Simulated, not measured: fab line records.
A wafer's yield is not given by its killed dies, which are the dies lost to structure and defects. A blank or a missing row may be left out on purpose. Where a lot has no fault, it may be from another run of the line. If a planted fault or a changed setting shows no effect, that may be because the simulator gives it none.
A lot that was struck, set against a sound lot || flow rit cmos || 27 out of 202 route steps
Sound: wafers L933.3, L933.4, L933.6. Wafers struck: L920.1, L920.3, L920.4. At the end, the cause is stated.
Order at every step that has rows: each side's tool, ch and its chambers, its first start. Under that, the readings that differ: sound wafers || struck wafers || difference of the means || sigmas: that difference in standard deviations of wafers without a fault.
alike: readings with means less than 2 such deviations apart, plus words and numbers identical on both sides. not compared: withheld readings, readings lacking a value on some wafer, bounds such as >300 that could conceal the same value, and numbers that have no deviation in the record and whose values overlap.
The two part at a step that has a row with sigmas, a row that says differs or no value, or rows on one side only. Numbers that have no deviation but don't overlap get no sigmas and don't part them. A reading that every wafer of one side lacks parts them only if that side has two wafers or more.

RIT_ACTIVE_BOW_MEAS_00:
  sound on film metro-03 at day 5 14:02; struck on film metro-04 at day 2 21:00
  alike: INCOMING_BOW
then, 1 step without rows for these wafers: RIT_ACTIVE_OXIDATION_01 (target thk 46.8 nm, ox time 3360 s).
RIT_ACTIVE_THK_MEAS_02:
  sound on film metro-04 at day 5 16:13; struck on film metro-02 at day 2 23:50
  alike: ACTIVE_OXIDE_THK
RIT_ACTIVE_CVD_03: deposits Si3N4 from SiH2Cl2/NH3, target thk 150 nm, time 1500 s.
  sound on lpcvd-01 ch 0, day 5 16:15; struck on lpcvd-01 ch 1, day 2 23:53
{"reading": "spike tc centre C (C)", "sound": "813.3 812.8 811.8", "struck": "825.7 826.3 827.4", "difference": "+13.8", "sigmas": "+11"}
{"reading": "spike tc load C (C)", "sound": "836.0 835.9 833.9", "struck": "844.7 843.7 843.7", "difference": "+8.8", "sigmas": "+4"}
{"reading": "model.Si3N4_of_ACTIVE_CVD_03.thk nm (nm)", "sound": "150.9 151.2 151.6", "struck": "183.7 183.8 184", "difference": "+32.6", "sigmas": ""}
  alike: spike tc source C
RIT_ACTIVE_THK_MEAS_04:
  sound on film metro-04 at day 5 17:41; struck on film metro-04 at day 3 01:18
{"reading": "ACTIVE_NITRIDE_THK (nm)", "sound": "151.0 151.2 151.5", "struck": "183.6 183.9 183.9", "difference": "+32.6", "sigmas": "+22"}
then, 6 steps without rows for these wafers: RIT_ACTIVE_HMDS_05 (prime time 60 s); RIT_ACTIVE_COAT_06 (resist thk 984.1 nm); RIT_ACTIVE_SOFTBAKE_07 (time 60 s); RIT_ACTIVE_EXPOSE_08 (exposes mask M1, target cd 1400 nm); RIT_ACTIVE_PEB_09; RIT_ACTIVE_DEVELOP_10 (develop time 51.79 s).
RIT_ACTIVE_CD_MEAS_11 targets a cd of 1400 nm.
  sound on cd sem-01 at day 5 18:44; struck on cd sem-02 at day 3 02:20
  alike: cd nm
then, 1 step without rows for these wafers: RIT_ACTIVE_HARDBAKE_12 (time 60 s).
RIT_ACTIVE_ETCH_13: etches Si3N4 in SF6, stops on SiO2, time 210 s, target depth 210 nm.
  sound on rie diel-01 ch 1,2, day 5 18:58; struck on rie diel-01 ch 1,2,3, day 3 02:50
{"reading": "oes product au (a.u.)", "sound": "0.817 0.833 0.834", "struck": "0.915 0.914 0.929", "difference": "+0.091", "sigmas": "+8"}
{"reading": "model.etch.depth nm (nm)", "sound": "150.9 151.2 151.6", "struck": "183.7 183.8 184", "difference": "+32.6", "sigmas": ""}
{"reading": "model.ACTIVE.feature depth nm (nm)", "sound": "151.3 151.2 151.6", "struck": "184.1 184 184", "difference": "+32.7", "sigmas": ""}
  alike: drypump motor current A, throttle valve pct
  not compared: rf hours counter h
RIT_ACTIVE_STRIP_14: strips in O2, time 180 s.
  sound on plasma asher-02 ch 0,1, day 5 19:10; struck on plasma asher-02 ch 0,1, day 3 02:59
  alike: drypump motor current A
  not compared: rf hours counter h
RIT_ACTIVE_CD_MEAS_90 targets a cd of 1400 nm.
  sound on cd sem-01 at day 5 19:19; struck on cd sem-01 at day 3 03:09
  alike: cd nm
then, 4 steps without rows for these wafers: RIT_ACTIVE_CLEAN_15 (cleans in SC1, time 600 s); RIT_ACTIVE_CLEAN_16 (cleans in dHF, time 30 s); RIT_ACTIVE_CLEAN_17 (cleans in SC2, time 600 s); RIT_FOX1_OXIDATION_00 (target thk 350.7 nm, ox time 1130 s).
RIT_FOX1_THK_MEAS_01:
  sound on film metro-01 at day 5 21:07; struck on film metro-01 at day 3 05:01
  alike: FOX1_OXIDE_THK
then, 2 steps without rows for these wafers: RIT_FOX1_WET_ETCH_02 (etches SiO2 in BOE, target depth 350 nm, time 390 s); RIT_FOX2_OXIDATION_00 (target thk 350.7 nm, ox time 1130 s).
RIT_FOX2_THK_MEAS_01:
  sound on film metro-03 at day 5 22:37; struck on film metro-03 at day 3 06:37
  alike: FOX2_OXIDE_THK
RIT_FOX2_CLEAN_02: cleans in dHF, time 180 s.
  sound on wet bench-04 ch 2, day 5 22:39; struck on wet bench-02 ch 2, day 3 06:41
{"reading": "model.Si3N4_of_ACTIVE_CVD_03.thk nm (nm)", "sound": "131.7 132 132.4", "struck": "164.5 164.6 164.7", "difference": "+32.6", "sigmas": ""}
then, 1 step without rows for these wafers: RIT_FOX2_WET_ETCH_03 (etches Si3N4 in H3PO4, target depth 195 nm, time 2700 s).
RIT_M1_PROBE_99:
  sound on prober-02 at day 7 14:39; struck on prober-01 at day 5 00:58
{"reading": "model.etest.pldd.width nm (nm)", "sound": "3186 3203 3192", "struck": "3217 3205 3210", "difference": "+17", "sigmas": ""}
{"reading": "model.etest.nldd.width nm (nm)", "sound": "3187 3188 3186", "struck": "3199 3212 3214", "difference": "+21", "sigmas": ""}
{"reading": "model.etest.nplus sal.width nm (nm)", "sound": "3455 3459 3459", "struck": "3477 3463 3493", "difference": "+20", "sigmas": ""}
  alike: killed_at_M0_to_M3, killed at contacts, killed at front end, killed dies, killed open, killed short
  not compared: model.etest.pplus sal.width nm

WHERE THEY PART
Earliest at RIT_ACTIVE_CVD_03; latest, in this record, at RIT_ACTIVE_ETCH_13. Later steps at which nothing parts them and some readings are alike: RIT_ACTIVE_STRIP_14, RIT_ACTIVE_CD_MEAS_90, RIT_FOX1_THK_MEAS_01, RIT_FOX2_THK_MEAS_01, RIT_M1_PROBE_99.

WHY: whatever the simulator had introduced
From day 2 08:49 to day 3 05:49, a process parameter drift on lpcvd-01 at RIT_ACTIVE_CVD_03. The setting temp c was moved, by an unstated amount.
